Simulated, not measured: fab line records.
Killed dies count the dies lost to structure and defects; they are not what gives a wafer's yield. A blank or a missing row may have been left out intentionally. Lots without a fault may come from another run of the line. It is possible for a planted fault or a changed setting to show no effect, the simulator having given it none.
A struck lot beside a sound one	flow rit cmos	14 out of 202 route steps
Sound: wafers L839.3, L839.5, L839.6. Wafers struck: L846.3, L846.4, L846.6. At the end, the cause is stated.
Each step with rows lists, per side, the tool, then ch with its chambers, then its first start. Under that, the readings that differ: sound wafers	struck wafers	difference of the means	sigmas: that difference in standard deviations of wafers without a fault.
alike: readings with means less than 2 such deviations apart, plus words and numbers identical on both sides. not compared: withheld readings, readings lacking a value on some wafer, bounds such as >300 that could conceal the same value, and numbers that have no deviation in the record and whose values overlap.
The two part at a step that has a row with sigmas, a row that says differs or no value, or rows on one side only. Numbers that have no deviation but don't overlap get no sigmas and don't part them. Lack of a reading on every wafer of one side parts them only where that side has two or more wafers.

RIT_GATE_THK_MEAS_07:
  sound on film metro-01 at day 4 07:02; struck on film metro-02 at day 5 22:50
  alike: GATE_OXIDE_THK
then, 1 step without rows for these wafers: RIT_GATE_CVD_08 (deposits poly-Si from SiH4, target thk 250 nm, time 2220 s).
RIT_GATE_THK_MEAS_09:
  sound on film metro-04 at day 4 08:43; struck on film metro-01 at day 6 00:31
  alike: GATE_POLY_THK
then, 6 steps without rows for these wafers: RIT_GATE_HMDS_10 (prime time 60 s); RIT_GATE_COAT_11 (resist thk 841 nm); RIT_GATE_SOFTBAKE_12 (time 60 s); RIT_GATE_EXPOSE_13 (exposes mask M6, target cd 150 nm); RIT_GATE_PEB_14; RIT_GATE_DEVELOP_15 (develop time 50 s).
RIT_GATE_CD_MEAS_16: the cd target is 150 nm.
  sound on cd sem-01 at day 4 09:38; struck on cd sem-01 at day 6 01:27
  alike: cd nm
RIT_GATE_OVL_MEAS_17:
  sound on overlay-02 at day 4 09:44; struck on overlay-01 at day 6 01:32
  alike: GATE_OVL
then, 1 step without rows for these wafers: RIT_GATE_HARDBAKE_18 (time 60 s).
RIT_GATE_ETCH_19: etches poly-Si in SF6/CHF3/O2, stops on SiO2, time 165 s, target depth 312.5 nm.
  sound on rie si-01 ch 0,1, day 4 09:54; struck on rie si-02 ch 0,3, day 6 01:43
reading	sound	struck	difference	sigmas
oes product au (a.u.)	0.828 0.854 0.834	0.959 0.910 0.965	+0.106	+8
over etch frac	0.25 0.25 0.25	0.05 0.05 0.05	-0.20	
model.NOVOLAK_of_GATE_COAT_11.thk nm (nm)	660.6 653 661.2	674.7 679.6 671.6	+17.0	
  alike: drypump motor current A, rf fwd power W, throttle valve pct
  not compared: rf hours counter h
RIT_GATE_STRIP_20: strips in O2, time 180 s.
  sound on plasma asher-01 ch 0,1, day 4 10:04; struck on plasma asher-04 ch 0,1, day 6 01:53
  alike: drypump motor current A, rf refl power W
  not compared: rf hours counter h

== WHERE THEY PART ==
Only at RIT_GATE_ETCH_19, within this record. Later steps at which nothing parts them and some readings are alike: RIT_GATE_STRIP_20.

WHY: whatever the simulator had introduced
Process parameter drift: rie si-02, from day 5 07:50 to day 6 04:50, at RIT_GATE_ETCH_19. From 0.25, the setting over etch frac moved by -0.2.
